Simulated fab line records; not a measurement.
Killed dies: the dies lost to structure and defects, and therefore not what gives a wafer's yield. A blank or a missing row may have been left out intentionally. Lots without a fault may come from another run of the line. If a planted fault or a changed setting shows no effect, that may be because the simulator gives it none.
8D (eight disciplines) problem report, filled in by code + flow berkeley-cmos170 + the parts of the form that need people (team, actions taken, sign-off) are left out

1. THE ISSUE
Wafers free of any fault read 616.2 ohm/sq (standard deviation 1.4) for NLDD_RS at UCB170_SDANNEAL_RS_MEAS_05, against a mean of 563.8 ohm/sq on 6 wafers of 2 lots. Measured from the usual mean, that is -37 standard deviations.
The step: measures by four-point-probe.
First observed at day 8 23:23: wafer L453.3, on film-metro-01. The record holds 42 wafers of 14 lots with a number at this step. Rule for "out", or "out of limits": more than 4 standard deviations from the usual mean. Any other wafer with a number is counted as sound.

2. WHAT IT IS, AND WHAT IT ISN'T
| question                    | is                     | is not                                                                                       |
|-----------------------------|------------------------|----------------------------------------------------------------------------------------------|
| which readings at this step | NLDD_RS                | -                                                                                            |
| which lots                  | L452, L453             | L441, L443, L444, L445, L446, L447, L448, L455, L457, L460, L462, L464                       |
| which wafers of those lots  | all that have a number | -                                                                                            |
| read on which gauges        | film-metro-01          | film-metro-02, film-metro-03                                                                 |
| when                        | from day 8 23:23       | up to then (21 sound wafers); but 15 sound wafers of L455, L457, L460, L462, L464 came after |

3. WHAT RULES OUT EACH SUSPECT
Counting: a tool at any process step up to the reading remains a suspect when it ran all the lots that are out and ran no sound lot after the first of those.
- the gauge at UCB170_SDANNEAL_RS_MEAS_05: kept. All the wafers that are out were read on film-metro-01, and no step on other tools shows them out.
- rie-diel-02 at UCB170_GATE_ETCH_14 (etches BARC in N2/H2): ruled out as a lasting fault. The sound lots L455 went through it after L453, its earliest lot that is out (day 8 08:14).
- implanter-02 at UCB170_NLDD_IMPLANT_08: kept. All lots that are out passed through it, beginning with L453 at day 8 12:02, and no sound lot followed; its final sound lot before that point was L448 at day 8 02:59.
- rtp-anneal-01 at UCB170_SDANNEAL_RTA_00 (time 10 s): ruled out as a lasting fault. The sound lots L457, L455, L462, L464 went through it after L453, its earliest lot that is out (day 8 22:53).
The count leaves film-metro-01 at UCB170_SDANNEAL_RS_MEAS_05 and implanter-02 at UCB170_NLDD_IMPLANT_08.

4. THE CAUSE (what the simulator had put in)
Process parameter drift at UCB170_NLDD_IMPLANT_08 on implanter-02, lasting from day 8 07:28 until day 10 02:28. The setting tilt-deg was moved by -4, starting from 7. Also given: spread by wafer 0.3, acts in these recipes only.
This tool is one of the 2 suspects left after counting.

5. THE EFFECT CHAIN, in route order
Each row: a reading whose mean over the struck wafers that have a number lies more than 3 standard deviations from the usual. Only readings for which the record gives a usual standard deviation are gone through. hours: the time from each lot's start at the first step in this table that gives one to its start at this step, as a median over the lots. sigmas: the change in usual standard deviations.
| hours | step                       | reading | usual        | on struck wafers | change | sigmas |
|-------|----------------------------|---------|--------------|------------------|--------|--------|
| 0     | UCB170_SDANNEAL_RS_MEAS_05 | NLDD_RS | 616.2 ohm/sq | 563.8            | -52.5  | -37    |

6. HOW IT WOULD HAVE BEEN CAUGHT EARLIER
Counted from the fault's start at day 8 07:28, it took 16 hours until the first out-of-limits reading at a measuring or inspecting step in this record, taken at day 8 23:23.
Lots out: 2; all had begun UCB170_NLDD_IMPLANT_08 on implanter-02 by day 8 23:23. A hold on the tool at that time would have spared none of them.
